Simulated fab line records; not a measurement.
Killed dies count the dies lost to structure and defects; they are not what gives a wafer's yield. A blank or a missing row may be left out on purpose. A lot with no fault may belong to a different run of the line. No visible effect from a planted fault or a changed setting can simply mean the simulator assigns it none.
One fault seen from 2 desks    flow rit cmos    each desk holds nothing but its own numbers, with what lay behind them at the end

== FROM THE METROLOGY DESK ==
Lot by lot, what the gauges showed, no matter which tool ran the lot: averages of those sampled wafers that carry a number. The brackets show how far a lot's mean lies from the usual mean; more than 4 standard deviations puts the lot out of limits, marked OUT.
Columns: A = GATE_OXIDE_THK at RIT_GATE_THK_MEAS_07, usual 3.01 nm
lot   first seen here  A
L309  day 2 13:51      2.85
L310  day 2 16:38      2.98
L311  day 3 01:29      2.90
L312  day 3 08:05      2.97
L323  day 5 08:51      3.61 (+6.7) OUT
L324  day 5 13:57      3.67 (+7.3) OUT
L325  day 5 19:04      2.97
L327  day 6 04:41      2.94
L329  day 6 14:05      3.08
L330  day 6 21:24      3.01
L331  day 7 01:38      2.99
This desk finds L323, L324 out of limits, with the earliest case on L323 at day 5 08:51 (GATE_OXIDE_THK at RIT_GATE_THK_MEAS_07). Within limits: L309, L310, L311, L312, L325, L327, L329, L330, L331.

== FOR THE TOOL OWNER'S DESK: furnace-01 ==
The tool's own readings at RIT_GATE_OXIDATION_05 (target thk 3 nm, ox time 270 s): means of the sampled wafers that have a number, for each lot that ran on this tool. The brackets show how far a lot's mean lies from the usual mean; more than 4 standard deviations puts the lot out of limits, marked OUT.
Columns: A = spike tc centre C at RIT_GATE_OXIDATION_05, usual 902.2 C; B = spike tc load C at RIT_GATE_OXIDATION_05, usual 925 C; C = spike tc source C at RIT_GATE_OXIDATION_05, usual 924.2 C; D = tube center temp C at RIT_GATE_OXIDATION_05, usual 900 C; E = tube_center_temp_C_max at RIT_GATE_OXIDATION_05, usual 902.3
lot   first seen here  A                B    C                 D                      E
L323  day 5 07:31      917.0 (+13) OUT  940  937.6 (+4.5) OUT  915 (+99 or more) OUT  917.0 (+40) OUT
L324  day 5 12:37      917.5 (+14) OUT  941  937.7 (+4.5) OUT  915 (+99 or more) OUT  917.3 (+40) OUT
This desk's finding: out of limits on L323, L324; first on L323, day 5 07:31 (spike tc centre C at RIT_GATE_OXIDATION_05). In limits: none.

== PUT TOGETHER ==
At day 5 07:31, on L323, L324, the tool owner's desk was in a position to raise an alarm.
On L323, L324, the metrology desk was in a position to raise an alarm at day 5 08:51.
The lots listed all ran RIT_GATE_OXIDATION_05 on furnace-01.

== WHAT THE SIMULATOR PUT IN ==
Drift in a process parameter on furnace-01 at RIT_GATE_OXIDATION_05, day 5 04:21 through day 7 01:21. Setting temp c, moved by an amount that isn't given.
Shown lots that were struck: L323, L324.
Time in hours from fault onset to the first out-of-limits reading at each desk: tool owner's desk 3, metrology desk 4.
